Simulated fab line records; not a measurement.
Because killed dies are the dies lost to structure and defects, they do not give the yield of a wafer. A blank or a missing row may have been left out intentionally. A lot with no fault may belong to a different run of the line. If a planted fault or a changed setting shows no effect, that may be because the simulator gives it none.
Comparing a struck lot with a sound one | flow berkeley cmos170 | 14 steps out of a route of 331
Sound: these wafers, L404.1, L404.2, L404.5. The struck wafers were L408.3, L408.5, L408.6. At the end, the cause is stated.
For every step that has rows: the tool of each side, followed by ch and its chambers, followed by its first start. Under that, the readings that differ: sound wafers | struck wafers | difference of the means | sigmas: that difference in standard deviations of wafers without a fault.
alike: a reading whose means differ by less than 2 such deviations, as well as words and numbers matching on both sides. not compared: withheld readings; readings where some wafer has no value; bounds like >300 that might hide an equal value; numbers whose values overlap and for which the record gives no deviation.
A row with sigmas, a row that says differs or no value, or rows on one side alone: a step with any of these is where the two part. Non-overlapping numbers with no deviation appear without sigmas and do not part them. A reading missing from all wafers of one side parts the sides only when that side holds two or more wafers.

first, 6 steps without rows for these wafers: UCB170_PWELL_HMDS_07 (prime time 60 s); UCB170_PWELL_COAT_08 (resist thk 900 nm); UCB170_PWELL_SOFTBAKE_09 (time 60 s); UCB170_PWELL_EXPOSE_10 (exposes mask PWELL, target cd 3000 nm); UCB170_PWELL_PEB_11; UCB170_PWELL_DEVELOP_12 (develop time 45 s).
UCB170_PWELL_OVL_MEAS_13:
  sound: overlay-02 at day 4 03:35; struck: overlay-02 at day 5 00:31
  alike: PWELL_OVL
UCB170_PWELL_ETCH_14: etches Si3N4 in CH3F/Ar/O2, stops on SiO2, target depth 242 nm, time 151 s.
  sound on rie diel-03 ch 0,3, day 4 03:37; struck on rie diel-03 ch 0,1,2, day 5 00:32
  alike: CH3F_flow_sccm, O2_flow_sccm, drypump motor current A, oes product au, rf fwd power W, throttle valve pct
  not compared: rf hours counter h
following that, these wafers have no rows for 1 step: UCB170_PWELL_IMPLANT_15.
UCB170_PWELL_STRIP_16: strips in O2.
  sound on plasma asher-03 ch 0,1, day 4 03:53; struck on plasma asher-01 ch 0,1, day 5 00:49
  alike: drypump motor current A, oes product au, strip time to endpoint s
  not compared: rf hours counter h
UCB170_PWELL_TW_MEAS_17:
  sound: film metro-02 at day 4 03:59; struck: film metro-02 at day 5 00:55
  alike: PWELL_TW
then, 1 step without rows for these wafers: UCB170_PWELL_CLEAN_18 (cleans in SPM, time 600 s).
UCB170_PWELL_WET_ETCH_19: etches Si3N4 in H3PO4, time 14400 s.
  sound on wet bench-04 ch 2, day 4 07:43; struck on wet bench-01 ch 2, day 5 01:07
  no value came back on the struck wafers for bath guard temp C (C), bath heat duty pct (%); on the sound wafers bath guard temp C (C) reads 159.6 159.3 159.6
  reading                                      | sound | struck            | difference | sigmas
  model.Si3N4_of_PWELL_CVD_05.thk nm (nm)      | 0 0 0 | 219.8 220 219.7   | +219.8     |
  model.SiO2_of_PWELL_OXIDATION_02.thk nm (nm) | 0 0 0 | 21.95 22.11 22.22 | +22.09     |
then, 1 step without rows for these wafers: UCB170_PWELL_WET_ETCH_20 (etches SiO2 in BOE, time 22 s).

## WHERE THEY PART
UCB170_PWELL_WET_ETCH_19 only, going by this record.

WHY: whatever the simulator had introduced
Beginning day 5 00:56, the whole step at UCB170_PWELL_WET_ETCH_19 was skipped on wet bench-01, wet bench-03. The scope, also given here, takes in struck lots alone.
